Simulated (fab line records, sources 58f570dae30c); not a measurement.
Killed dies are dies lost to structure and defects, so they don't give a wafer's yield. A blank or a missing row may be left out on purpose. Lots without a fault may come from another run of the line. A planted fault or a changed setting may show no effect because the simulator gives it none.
A struck lot beside a sound one | flow berkeley_cmos170 | 15 steps out of a route of 331
Sound: wafers L483.3, L483.4, L483.6. Struck: wafers L488.2, L488.5, L488.6. The cause comes at the end.
At each step with rows: each side's tool, then ch and its chambers, then its first start. Under that, the readings that differ: sound wafers | struck wafers | difference of the means | sigmas: that difference in standard deviations of wafers without a fault.
alike: readings whose means differ by less than 2 such deviations, and words and numbers that are the same on both sides. not compared: withheld readings, readings that some wafer has no value for, bounds like >300 that may hide the same value, and numbers for which the record gives no deviation and whose values overlap.
The two part at a step that has a row with sigmas, a row that says differs or no value, or rows on one side only. Numbers that don't overlap but have no deviation are shown without sigmas and don't part them. A reading that every wafer of one side lacks parts them only if that side has two wafers or more.

UCB170_NWELL_THK_MEAS_02:
  sound on film_metro-03, day 3 10:33; struck on film_metro-04, day 4 23:16
  alike: NWELL_OXIDE_THK
then, 2 steps without rows for these wafers: UCB170_NWELL_ANNEAL_03 (time 900 s); UCB170_NWELL_CVD_04 (deposits Si3N4 from SiH2Cl2/NH3, target thk 224 nm, time 3360 s).
UCB170_NWELL_THK_MEAS_05:
  sound on film_metro-02, day 3 17:34; struck on film_metro-04, day 5 05:11
  alike: NWELL_NITRIDE_THK
then, 6 steps without rows for these wafers: UCB170_NWELL_HMDS_06 (prime time 60 s); UCB170_NWELL_COAT_07 (resist thk 900 nm); UCB170_NWELL_SOFTBAKE_08 (time 60 s); UCB170_NWELL_EXPOSE_09 (exposes mask NWELL, target cd 3000 nm); UCB170_NWELL_PEB_10; UCB170_NWELL_DEVELOP_11 (develop time 45 s).
UCB170_NWELL_OVL_MEAS_12:
  sound on overlay-01, day 3 18:47; struck on overlay-01, day 5 06:50
  alike: NWELL_OVL
UCB170_NWELL_ETCH_13: etches Si3N4 in CH3F/Ar/O2, stops on SiO2, target depth 246.4 nm, time 154 s.
  sound on rie_diel-04 ch 1,3, day 3 18:49; struck on rie_diel-04 ch 0,3, day 5 06:52
  alike: CH3F_flow_sccm, drypump_motor_current_A, oes_product_au, throttle_valve_pct
  not compared: rf_hours_counter_h
UCB170_NWELL_IMPLANT_14:
  sound on implanter-02 ch 0, day 3 18:58; struck on implanter-02 ch 0, day 5 07:00
  reading            | sound             | struck            | difference | sigmas
  tilt_deg (degrees) | 6.991 7.026 6.995 | 6.207 6.200 6.201 | -0.801     | -42
  alike: beam_energy_keV, beam_on_s, end_station_pressure_torr
UCB170_NWELL_STRIP_15: strips in O2.
  sound on plasma_asher-01 ch 0,1, day 3 19:06; struck on plasma_asher-01 ch 0,1, day 5 07:08
  alike: drypump_motor_current_A, oes_product_au, strip_time_to_endpoint_s
  not compared: rf_hours_counter_h
-- the record jumps here: 7 days lie between the struck wafers' starts before and after (it left off in module NWELL and takes up again in module M3, whose first step shown is number 331 of the route) --
UCB170_M3_PROBE_99:
  the record has rows for the struck wafers here (prober-01, day 11 19:23) and none for the sound ones

WHERE THEY PART
First at UCB170_NWELL_IMPLANT_14; last, within this record, at UCB170_M3_PROBE_99.

WHY: what the simulator had put in
Process parameter drift: implanter-02, from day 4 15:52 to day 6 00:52, at UCB170_NWELL_IMPLANT_14. Setting tilt_deg, moved by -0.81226, from 7. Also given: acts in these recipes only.
